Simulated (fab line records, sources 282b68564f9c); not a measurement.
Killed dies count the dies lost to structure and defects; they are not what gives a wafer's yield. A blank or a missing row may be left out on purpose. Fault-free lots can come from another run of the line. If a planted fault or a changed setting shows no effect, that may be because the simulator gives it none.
Problem report, 8D (eight disciplines) form, completed by code    flow ritCmos    the parts of the form that need people (team, actions taken, sign-off) are left out

## 1. PROBLEM STATEMENT
SILICIDE_TI_RS at RIT_SILICIDE_RS_MEAS_02 reads a mean of 41.7 ohm/sq on 1 wafer of 1 lot; wafers without a fault read 47.6 ohm/sq with a standard deviation of 0.93. Measured from the usual mean, that is -6.3 standard deviations.
The step: measures by four-point-probe.
Earliest sighting: wafer L122.2 on filmMetro-03 at day 6 18:08. The record has a number at this step for 39 wafers belonging to 13 lots. The rule behind "out" and "out of limits": a value lying over 4 standard deviations away from the usual mean. Any other wafer with a number is counted as sound.

## 2. WHAT IT IS, AND WHAT IT ISN'T
question                     is                is not
which readings at this step  SILICIDE_TI_RS    -
which lots                   L122              L105, L106, L108, L110, L111, L112, L114, L115, L116, L118, L125, L128
which wafers of those lots   L122.2            L122.1, L122.5
read on which gauges         filmMetro-03      filmMetro-02, filmMetro-04
when                         from day 6 18:08  up to then (32 sound wafers); but 6 sound wafers of L125, L128 came after

## 3. THE SUSPECTS, EACH WITH WHAT RULES IT OUT
Counting: if a tool at a process step up to the reading ran every lot that is out, it stays a suspect. Sound lots after the first of them don't rule it out here, since some wafers of a struck lot are sound.
- the gauge at RIT_SILICIDE_RS_MEAS_02: kept. All the wafers that are out were read on filmMetro-03, and no step on other tools shows them out.
- pvdSputter-04 at RIT_SILICIDE_SPUTTER_01 (material Ti, target thk 30 nm, time 240 s): kept. L122, the lot that is out, went through it at day 6 17:59; up to then, the latest sound lot through it was L118 at day 5 23:40.
What counting leaves: pvdSputter-04 at RIT_SILICIDE_SPUTTER_01 and filmMetro-03 at RIT_SILICIDE_RS_MEAS_02.

## 4. THE CAUSE (what the simulator had put in)
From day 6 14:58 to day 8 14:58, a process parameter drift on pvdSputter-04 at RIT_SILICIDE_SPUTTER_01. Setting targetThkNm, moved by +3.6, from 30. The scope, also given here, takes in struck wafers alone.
Counting leaves 2 suspects; this tool is one of them.

## 5. THE EFFECT CHAIN, in route order
Each row: a reading where the mean over the struck wafers with a number is more than 3 standard deviations away from the usual. Readings are gone through only where the record gives a usual standard deviation; hours: the median, over the lots, of the time from a lot's start at the first step in this table giving one to that lot's start at this step; sigmas: the change measured in usual standard deviations.
hours  step                      reading          usual        on struck wafers  change  sigmas
0      RIT_SILICIDE_RS_MEAS_02   SILICIDE_TI_RS   47.6 ohm/sq  41.7              -5.9    -6.3
0      RIT_SILICIDE_THK_MEAS_03  SILICIDE_TI_THK  30.6 nm      34.3              +3.7    +7.7

## 6. WHAT WOULD HAVE CAUGHT IT SOONER
Counted from the fault's start at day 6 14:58, it took 3 hours until the first out-of-limits reading at a measuring or inspecting step in this record, taken at day 6 18:08.
Of the tool readings at RIT_SILICIDE_SPUTTER_01 for which the record gives a usual standard deviation, none was out on any struck wafer, so an alarm limit of 4 standard deviations on them would not have fired.
All the lots that are out (1) had begun RIT_SILICIDE_SPUTTER_01 on pvdSputter-04 by day 6 18:08. Holding the tool at that point would not have protected any of them.
